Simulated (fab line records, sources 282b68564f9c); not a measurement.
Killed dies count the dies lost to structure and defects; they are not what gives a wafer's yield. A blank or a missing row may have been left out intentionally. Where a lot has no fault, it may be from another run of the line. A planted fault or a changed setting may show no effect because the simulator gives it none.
fab line records + flow rit-cmos
[record]
- lots = 6
- wafers = 18
- last-day = 7
route steps=202 shown PSD@144 SDANNEAL@153 NSD@158 PLDD@159 NLDD@160 M1@202
lots with no fault: from the same line, run without faults
start-h: hours from the record's opening day to when the first of the lot's shown wafers began + wait-h: hours since the lot's step before + " same as the row above + L1.1+2: one row covering several wafers at once + - value missing, or start not given + * or withheld: withheld + < > ~ a bound
route shown NAME@n: a module of which the file shows steps, and the number in the route of the first + usual: average and standard deviation across the fault-free wafers + same: alike in all rows + chamber/n: place in a boat + sites: readings site by site + _std_site: their standard deviation + _edge_site: inner sites' mean taken away from outer sites' mean + radius-mm: for every site, how far away it sits from the centre of the wafer + mask NAME#n: copy n + behind: tool/chamber where the wafer was last shaped + hold: why the lot was held/for how many hours/how that ended + device: the n, p or np transistor that did not switch + end of line: tests of these same wafers at the route's end + where a step has no rows: the recipe by itself + killed: not the wafer's yield, but the dies lost to structure and defects at the first sort + map: a wafer's dies, marking killed ones x, the rest . and places with no die _
set.NAME: the setting the step ran with; set.NAME@STEP: the setting that earlier step ran with + model.NAME: the simulator's own value behind a step, which no gauge read
a table for each step, a row for each wafer; lots at some steps of the route
services: when a tool's chamber went out of use (start-h, in hours from the record's first day, below 0 if earlier), for how many hours, and the reason
[[steps]]
[step RIT_PSD_SOFTBAKE_02]
[recipe]
- resist = NOVOLAK
- temp-c = 90
- time-s = 60
[step RIT_PSD_EXPOSE_03]
[recipe]
- mask-id = M10
- na = 0.57
- target-cd-nm = 40900
- dose-mj = 250
[step RIT_PSD_PEB_04]
[recipe]
- resist = NOVOLAK
- temp-c = withheld
- time-s = withheld
[step RIT_PSD_DEVELOP_05]
[recipe]
- resist = NOVOLAK
- develop-time-s = 50
- dev-temp-c = 23
[step RIT_PSD_OVL_MEAS_06]
[usual]
- PSD_OVL = -0.2/1.3
| lot.wafer | tool       | chamber | start-h | wait-h | PSD_OVL[nm] |
|-----------|------------|---------|---------|--------|-------------|
| L351.1    | overlay-02 | -       | 69.66   | -      | 0.2         |
| L351.4    | "          | -       | "       | "      | 0.8         |
| L351.5    | "          | -       | "       | "      | -0.9        |
| L352.1    | overlay-01 | -       | 74.56   | -      | -0.8        |
| L352.2    | "          | -       | "       | "      | -0.7        |
| L352.6    | "          | -       | "       | "      | 0.7         |
| L358.2    | overlay-01 | -       | 103.58  | -      | 1.9         |
| L358.5    | "          | -       | "       | "      | 0.0         |
| L358.6    | "          | -       | "       | "      | -1.2        |
| L361.1    | overlay-02 | -       | 121.17  | -      | -4.9        |
| L361.2    | "          | -       | "       | "      | -2.3        |
| L361.4    | "          | -       | "       | "      | -1.5        |
| L363.1    | overlay-02 | -       | 128.56  | -      | 0.1         |
| L363.2    | "          | -       | "       | "      | -1.8        |
| L363.3    | "          | -       | "       | "      | -1.9        |
| L370.1    | overlay-02 | -       | 164.18  | -      | 0.4         |
| L370.2    | "          | -       | "       | "      | 0.4         |
| L370.3    | "          | -       | "       | "      | -1.3        |
[step RIT_PSD_HARDBAKE_07]
[recipe]
- resist = NOVOLAK
- temp-c = 140
- time-s = 60
[step RIT_PSD_IMPLANT_08]
[recipe]
- species = BF2
- energy-kev = 27.44
- dose-cm2 = 5e+15
- tilt-deg = 7
[step RIT_PSD_STRIP_09]
[recipe]
- chemistry = O2
- time-s = 180
- resist = NOVOLAK
- platen-temp-c = withheld
- power-w = 500
- pressure-mtorr = 4000
- o2-flow-sccm = 4000
[usual]
- drypump-motor-current-A = 5.5/0.47
| lot.wafer | tool            | chamber | start-h | wait-h | drypump-motor-current-A | rf-hours-counter-h |
|-----------|-----------------|---------|---------|--------|-------------------------|--------------------|
| L351.1    | plasma-asher-04 | 1       | 70.00   | 0.1    | 5.0                     | 45                 |
| L351.4    | "               | 0       | "       | "      | 5.5                     | -                  |
| L351.5    | "               | 1       | "       | "      | 5.0                     | -                  |
| L352.1    | plasma-asher-01 | 1       | 75.01   | 0.1    | 6.0                     | 43                 |
| L352.2    | "               | 0       | "       | "      | 5.6                     | 43                 |
| L352.6    | "               | 0       | "       | "      | 5.7                     | -                  |
| L358.2    | plasma-asher-03 | 1       | 103.91  | 0.1    | 5.2                     | 30                 |
| L358.5    | "               | 1       | "       | "      | 5.2                     | -                  |
| L358.6    | "               | 0       | "       | "      | 6.4                     | -                  |
| L361.1    | plasma-asher-01 | 1       | 121.50  | 0.1    | 6.0                     | 0                  |
| L361.2    | "               | 0       | "       | "      | 5.6                     | 0                  |
| L361.4    | "               | 0       | "       | "      | 5.6                     | -                  |
| L363.1    | plasma-asher-03 | 1       | 128.90  | 0.1    | 5.2                     | 32                 |
| L363.2    | "               | 0       | "       | "      | 6.4                     | 32                 |
| L363.3    | "               | 1       | "       | "      | 5.2                     | -                  |
| L370.1    | plasma-asher-04 | 0       | 164.51  | 0.1    | 5.5                     | 57                 |
| L370.2    | "               | 1       | "       | "      | 4.9                     | 57                 |
| L370.3    | "               | 1       | "       | "      | 4.9                     | -                  |
[step RIT_PSD_TW_MEAS_10]
[usual]
- PSD_TW = 3432/32
| lot.wafer | tool          | chamber | start-h | wait-h | PSD_TW |
|-----------|---------------|---------|---------|--------|--------|
| L351.1    | film-metro-03 | -       | 70.18   | 0.1    | 3425   |
| L351.4    | "             | -       | "       | "      | 3436   |
| L351.5    | "             | -       | "       | "      | 3429   |
| L352.1    | film-metro-04 | -       | 75.18   | 0.1    | 3466   |
| L352.2    | "             | -       | "       | "      | 3465   |
| L352.6    | "             | -       | "       | "      | 3469   |
| L358.2    | film-metro-04 | -       | 104.09  | 0.1    | 3443   |
| L358.5    | "             | -       | "       | "      | 3448   |
| L358.6    | "             | -       | "       | "      | 3446   |
| L361.1    | film-metro-04 | -       | 121.68  | 0.1    | 3463   |
| L361.2    | "             | -       | "       | "      | 3467   |
| L361.4    | "             | -       | "       | "      | 3462   |
| L363.1    | film-metro-03 | -       | 129.07  | 0.1    | 3395   |
| L363.2    | "             | -       | "       | "      | 3397   |
| L363.3    | "             | -       | "       | "      | 3403   |
| L370.1    | film-metro-04 | -       | 164.69  | 0.1    | 3467   |
| L370.2    | "             | -       | "       | "      | 3454   |
| L370.3    | "             | -       | "       | "      | 3467   |
[step RIT_SDANNEAL_CLEAN_00]
[recipe]
- chemistry = SC1
- mix = 3:3:50
- time-s = 600
- temp-c = 75
[step RIT_SDANNEAL_CLEAN_01]
[recipe]
- chemistry = dHF
- dilution = 50:1
- time-s = 30
[step RIT_SDANNEAL_CLEAN_02]
[recipe]
- chemistry = SC2
- mix = 3:3:50
- time-s = 600
- temp-c = 75
- dry = n2-spin
[step RIT_SDANNEAL_RTA_03]
[recipe]
- temp-c = 1050
- time-s = 5
- idle-temp-c = 600
- ramp-up-c-per-s = 342
- ramp-down-c-per-s = 171
- cool-to-c = 600
- ambient = N2
[usual]
- wafer_temp_C_max = 1053.3/1.1
| lot.wafer | tool          | chamber | start-h | wait-h | wafer_temp_C_max |
|-----------|---------------|---------|---------|--------|------------------|
| L351.1    | rtp-anneal-02 | 0       | 70.60   | 0.0    | 1052.7           |
| L351.4    | "             | 0       | "       | "      | 1054.9           |
| L351.5    | "             | 0       | "       | "      | 1053.0           |
| L352.1    | rtp-anneal-01 | 0       | 75.61   | 0.0    | 1052.5           |
| L352.2    | "             | 0       | "       | "      | 1054.3           |
| L352.6    | "             | 0       | "       | "      | 1053.5           |
| L358.2    | rtp-anneal-01 | 0       | 104.52  | 0.0    | 1051.7           |
| L358.5    | "             | 0       | "       | "      | 1052.5           |
| L358.6    | "             | 0       | "       | "      | 1052.7           |
| L361.1    | rtp-anneal-02 | 0       | 122.12  | 0.0    | 1086.7           |
| L361.2    | "             | 0       | "       | "      | 1086.1           |
| L361.4    | "             | 0       | "       | "      | 1087.7           |
| L363.1    | rtp-anneal-02 | 0       | 129.50  | 0.0    | 1083.6           |
| L363.2    | "             | 0       | "       | "      | 1087.8           |
| L363.3    | "             | 0       | "       | "      | 1087.1           |
| L370.1    | rtp-anneal-01 | 0       | 165.12  | 0.0    | 1053.1           |
| L370.2    | "             | 0       | "       | "      | 1052.4           |
| L370.3    | "             | 0       | "       | "      | 1052.6           |
[step RIT_SDANNEAL_RS_MEAS_04]
[recipe]
- thk-meas-gauge = four-point-probe
[usual]
- PSD_RS = 114.9/0.31
| lot.wafer | tool          | chamber | start-h | wait-h | PSD_RS[ohm/sq] |
|-----------|---------------|---------|---------|--------|----------------|
| L351.1    | film-metro-03 | -       | 70.66   | 0.0    | 115.0          |
| L351.4    | "             | -       | "       | "      | 115.3          |
| L351.5    | "             | -       | "       | "      | 115.0          |
| L352.1    | film-metro-02 | -       | 75.67   | 0.0    | 114.9          |
| L352.2    | "             | -       | "       | "      | 114.8          |
| L352.6    | "             | -       | "       | "      | 115.3          |
| L358.2    | film-metro-02 | -       | 104.59  | 0.1    | 115.0          |
| L358.5    | "             | -       | "       | "      | 115.3          |
| L358.6    | "             | -       | "       | "      | 115.1          |
| L361.1    | film-metro-04 | -       | 122.18  | 0.0    | 93.2           |
| L361.2    | "             | -       | "       | "      | 93.1           |
| L361.4    | "             | -       | "       | "      | 93.2           |
| L363.1    | film-metro-02 | -       | 129.56  | 0.0    | 93.3           |
| L363.2    | "             | -       | "       | "      | 93.8           |
| L363.3    | "             | -       | "       | "      | 93.8           |
| L370.1    | film-metro-04 | -       | 165.18  | 0.0    | 114.8          |
| L370.2    | "             | -       | "       | "      | 115.0          |
| L370.3    | "             | -       | "       | "      | 114.7          |
[step RIT_SDANNEAL_RS_MEAS_05]
[recipe]
- thk-meas-gauge = four-point-probe
[usual]
- NSD_RS = 84.52/0.27
| lot.wafer | tool          | chamber | start-h | wait-h | NSD_RS[ohm/sq] |
|-----------|---------------|---------|---------|--------|----------------|
| L351.1    | film-metro-03 | -       | 70.78   | 0.1    | 84.51          |
| L351.4    | "             | -       | "       | "      | 84.47          |
| L351.5    | "             | -       | "       | "      | 84.20          |
| L352.1    | film-metro-02 | -       | 75.79   | 0.1    | 84.50          |
| L352.2    | "             | -       | "       | "      | 84.33          |
| L352.6    | "             | -       | "       | "      | 84.66          |
| L358.2    | film-metro-02 | -       | 104.71  | 0.1    | 84.71          |
| L358.5    | "             | -       | "       | "      | 84.25          |
| L358.6    | "             | -       | "       | "      | 84.51          |
| L361.1    | film-metro-04 | -       | 122.30  | 0.1    | 83.38          |
| L361.2    | "             | -       | "       | "      | 83.00          |
| L361.4    | "             | -       | "       | "      | 83.19          |
| L363.1    | film-metro-02 | -       | 129.68  | 0.1    | 83.23          |
| L363.2    | "             | -       | "       | "      | 83.47          |
| L363.3    | "             | -       | "       | "      | 83.29          |
| L370.1    | film-metro-04 | -       | 165.30  | 0.1    | 84.22          |
| L370.2    | "             | -       | "       | "      | 84.07          |
| L370.3    | "             | -       | "       | "      | 83.88          |
[step RIT_SDANNEAL_RS_MEAS_06]
[recipe]
- thk-meas-gauge = four-point-probe
[usual]
- PLDD_RS = 179.2/0.5
| lot.wafer | tool          | chamber | start-h | wait-h | PLDD_RS[ohm/sq] |
|-----------|---------------|---------|---------|--------|-----------------|
| L351.1    | film-metro-03 | -       | 70.90   | 0.1    | 179.3           |
| L351.4    | "             | -       | "       | "      | 179.9           |
| L351.5    | "             | -       | "       | "      | 179.7           |
| L352.1    | film-metro-02 | -       | 75.91   | 0.1    | 179.3           |
| L352.2    | "             | -       | "       | "      | 179.9           |
| L352.6    | "             | -       | "       | "      | 179.8           |
| L358.2    | film-metro-02 | -       | 104.83  | 0.1    | 179.3           |
| L358.5    | "             | -       | "       | "      | 179.7           |
| L358.6    | "             | -       | "       | "      | 179.5           |
| L361.1    | film-metro-04 | -       | 122.42  | 0.1    | 159.5           |
| L361.2    | "             | -       | "       | "      | 159.6           |
| L361.4    | "             | -       | "       | "      | 159.8           |
| L363.1    | film-metro-02 | -       | 129.80  | 0.1    | 160.3           |
| L363.2    | "             | -       | "       | "      | 160.2           |
| L363.3    | "             | -       | "       | "      | 159.8           |
| L370.1    | film-metro-04 | -       | 165.42  | 0.1    | 180.0           |
| L370.2    | "             | -       | "       | "      | 180.2           |
| L370.3    | "             | -       | "       | "      | 180.7           |
[step RIT_SDANNEAL_RS_MEAS_07]
[recipe]
- thk-meas-gauge = four-point-probe
[usual]
- NLDD_RS = 149.7/0.45
| lot.wafer | tool          | chamber | start-h | wait-h | NLDD_RS[ohm/sq] |
|-----------|---------------|---------|---------|--------|-----------------|
| L351.1    | film-metro-03 | -       | 71.02   | 0.1    | 149.5           |
| L351.4    | "             | -       | "       | "      | 149.2           |
| L351.5    | "             | -       | "       | "      | 149.5           |
| L352.1    | film-metro-02 | -       | 76.03   | 0.1    | 149.6           |
| L352.2    | "             | -       | "       | "      | 149.1           |
| L352.6    | "             | -       | "       | "      | 149.5           |
| L358.2    | film-metro-02 | -       | 104.95  | 0.1    | 149.4           |
| L358.5    | "             | -       | "       | "      | 149.6           |
| L358.6    | "             | -       | "       | "      | 148.9           |
| L361.1    | film-metro-04 | -       | 122.54  | 0.1    | 148.9           |
| L361.2    | "             | -       | "       | "      | 149.0           |
| L361.4    | "             | -       | "       | "      | 149.2           |
| L363.1    | film-metro-02 | -       | 129.92  | 0.1    | 148.3           |
| L363.2    | "             | -       | "       | "      | 148.6           |
| L363.3    | "             | -       | "       | "      | 148.8           |
| L370.1    | film-metro-04 | -       | 165.54  | 0.1    | 149.3           |
| L370.2    | "             | -       | "       | "      | 149.6           |
| L370.3    | "             | -       | "       | "      | 150.0           |
[step RIT_M1_PROBE_99]
[usual]
- killed-at-front-end = 7.1/2.9
- killed-dies = 7.2/2.9
- killed-on-rim = 2.0/1.3
- killed-open = 3.6/1.9
- killed-short = 3.5/1.9
[same]
- gross-dies = 264
- killed_at_M0_to_M3 = 0
- killed_at_M4_up = 0
- killed-at-back-side = 0
- killed-at-contacts = 0
- killed-at-other = 0
| lot.wafer | tool      | chamber | start-h | wait-h | killed-at-front-end | killed-dies | killed-on-rim | killed-open | killed-short |
|-----------|-----------|---------|---------|--------|---------------------|-------------|---------------|-------------|--------------|
| L351.1    | prober-02 | -       | 78.46   | 0.1    | 5                   | 5           | 2             | 2           | 3            |
| L351.4    | prober-02 | -       | 78.61   | 0.2    | 13                  | 13          | 3             | 7           | 6            |
| L351.5    | prober-02 | -       | 78.66   | 0.2    | 6                   | 6           | 1             | 2           | 4            |
| L352.1    | prober-01 | -       | 83.67   | 0.1    | 7                   | 7           | 3             | 3           | 4            |
| L352.2    | prober-01 | -       | 83.72   | 0.1    | 5                   | 5           | 3             | 3           | 2            |
| L352.6    | prober-01 | -       | 83.92   | 0.2    | 4                   | 4           | 1             | 2           | 2            |
| L358.2    | prober-02 | -       | 116.37  | 0.1    | 6                   | 6           | 2             | 2           | 4            |
| L358.5    | prober-02 | -       | 116.52  | 0.2    | 7                   | 7           | 3             | 3           | 4            |
| L358.6    | prober-02 | -       | 116.57  | 0.2    | 10                  | 10          | 1             | 8           | 2            |
| L361.1    | prober-01 | -       | 130.37  | 0.1    | 6                   | 6           | 4             | 2           | 4            |
| L361.2    | prober-01 | -       | 130.42  | 0.1    | 10                  | 10          | 2             | 3           | 7            |
| L361.4    | prober-01 | -       | 130.52  | 0.2    | 5                   | 5           | 2             | 4           | 1            |
| L363.1    | prober-01 | -       | 138.00  | 0.1    | 9                   | 9           | 2             | 2           | 7            |
| L363.2    | prober-01 | -       | 138.05  | 0.1    | 4                   | 4           | 2             | 3           | 1            |
| L363.3    | prober-01 | -       | 138.10  | 0.2    | 2                   | 2           | 0             | 1           | 1            |
| L370.1    | prober-01 | -       | 172.48  | 0.1    | 8                   | 8           | 2             | 2           | 6            |
| L370.2    | prober-01 | -       | 172.53  | 0.1    | 10                  | 10          | 1             | 2           | 8            |
| L370.3    | prober-01 | -       | 172.58  | 0.2    | 9                   | 9           | 3             | 5           | 4            |
// killed by level:class
L351.1 FOX1:geometric-particle:open=1 FOX1:geometric-particle:short=1 GATE:geometric-particle:short=1 REOX:geometric-particle:open=1 REOX:geometric-particle:short=1
L351.4 REOX:geometric-particle:short=3 GATE:geometric-particle:short=2 GATE:geometric-particle:open=2 SILICIDE:geometric-particle:open=2 ACTIVE:geometric-particle:open=1 FOX1:geometric-particle:open=1 FOX1:geometric-particle:short=1 REOX:geometric-particle:open=1
L351.5 GATE:geometric-particle:open=2 GATE:geometric-particle:short=2 REOX:geometric-particle:short=2
L352.1 FOX2:geometric-particle:short=2 GATE:geometric-particle:open=2 GATE:geometric-particle:short=1 SPACER:geometric-particle:short=1 SILICIDE:geometric-particle:open=1
L352.2 FOX2:geometric-particle:open=1 FOX2:geometric-particle:short=1 GATE:geometric-particle:short=1 REOX:geometric-particle:open=1 SILICIDE:geometric-particle:open=1
L352.6 FOX1:geometric-particle:short=1 GATE:geometric-particle:open=1 REOX:geometric-particle:short=1 SPACER:geometric-particle:open=1
L358.2 GATE:geometric-particle:short=3 GATE:geometric-particle:open=1 REOX:geometric-particle:open=1 SILICIDE:geometric-particle:short=1
L358.5 SILICIDE:geometric-particle:open=2 FOX1:geometric-particle:short=1 GATE:geometric-particle:open=1 GATE:geometric-particle:short=1 REOX:geometric-particle:short=1 SILICIDE:geometric-particle:short=1
L358.6 GATE:geometric-particle:open=3 REOX:geometric-particle:open=3 GATE:geometric-particle:short=2 FOX1:geometric-particle:open=1 SILICIDE:geometric-particle:open=1
L361.1 FOX1:geometric-particle:short=2 REOX:geometric-particle:open=2 FOX2:geometric-particle:short=1 GATE:geometric-particle:short=1
L361.2 SPACER:geometric-particle:short=3 SILICIDE:geometric-particle:short=2 ACTIVE:geometric-particle:short=1 FOX1:geometric-particle:short=1 GATE:geometric-particle:open=1 SPACER:geometric-particle:open=1 SILICIDE:geometric-particle:open=1
L361.4 FOX1:geometric-particle:short=1 FOX1:geometric-particle:open=1 GATE:geometric-particle:open=1 SPACER:geometric-particle:open=1 SILICIDE:geometric-particle:open=1
L363.1 SPACER:geometric-particle:short=3 FOX1:geometric-particle:open=2 FOX2:geometric-particle:short=2 GATE:geometric-particle:short=2
L363.2 GATE:geometric-particle:open=2 SPACER:geometric-particle:open=1 SPACER:geometric-particle:short=1
L363.3 GATE:geometric-particle:open=1 SPACER:geometric-particle:short=1
L370.1 REOX:geometric-particle:short=3 SILICIDE:geometric-particle:short=2 GATE:geometric-particle:open=1 GATE:geometric-particle:short=1 REOX:geometric-particle:open=1
L370.2 REOX:geometric-particle:short=3 FOX2:geometric-particle:short=2 GATE:geometric-particle:short=2 GATE:geometric-particle:open=2 FOX1:geometric-particle:short=1
L370.3 FOX2:geometric-particle:short=2 REOX:geometric-particle:open=2 FOX1:geometric-particle:open=1 FOX2:geometric-particle:open=1 GATE:geometric-particle:short=1 GATE:geometric-particle:open=1 REOX:geometric-particle:short=1
[[services]]
| tool            | chamber | start-h | hours | kind       |
|-----------------|---------|---------|-------|------------|
| plasma-asher-04 | -       | 52.02   | 1.9   | repair     |
| plasma-asher-01 | -       | 108.75  | 9.0   | pm         |
| plasma-asher-01 | 0       | 108.75  | 9.0   | vent-cycle |
| plasma-asher-01 | 1       | 108.75  | 9.0   | vent-cycle |
| plasma-asher-01 | 0       | 117.75  | -     | clean      |
| plasma-asher-01 | 1       | 117.75  | -     | clean      |
[[key]]
[first-sign]
- step = RIT_SDANNEAL_RTA_03
- reading = wafer_temp_C_max
- direction = up
- sigmas = 30
- usual = *
- struck = *
[effect]
- step = RIT_SDANNEAL_RS_MEAS_04
- reading = PSD_RS
- direction = down
- sigmas = 70
- usual = 114.9
- struck = 93.4
[effect]
- step = RIT_SDANNEAL_RS_MEAS_05
- reading = NSD_RS
- direction = down
- sigmas = 4.7
- usual = 84.52
- struck = 83.26
[effect]
- step = RIT_SDANNEAL_RS_MEAS_06
- reading = PLDD_RS
- direction = down
- sigmas = 39
- usual = 179.2
- struck = 159.9
[effect]
- step = RIT_SDANNEAL_RS_MEAS_07
- reading = NLDD_RS
- direction = down
- sigmas = 2
- usual = 149.7
- struck = 148.8
met-at RIT_SDANNEAL_RTA_03
struck-wafers L361.1,L361.2,L361.4,L363.1,L363.2,L363.3
tester-left-out L361,L363
onset-between 70.60 122.12
[fault]
- kind = process-parameter-drift
- tool = rtp-anneal-02
- chamber = -
- onset-h = 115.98
- steps = RIT_SDANNEAL_RTA_03
- channel = temp-c
- offset = *
- shape = step
- end-h = 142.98
- acts-in = *
- stated = *
// tester-left-out: of these lots the tester's yield and bins aren't shown, on N5 and GAA mostly nor the transistor test; their killed dies are dies lost to structure and defects alone, not to doping, threshold or leakage, so they don't give the yield
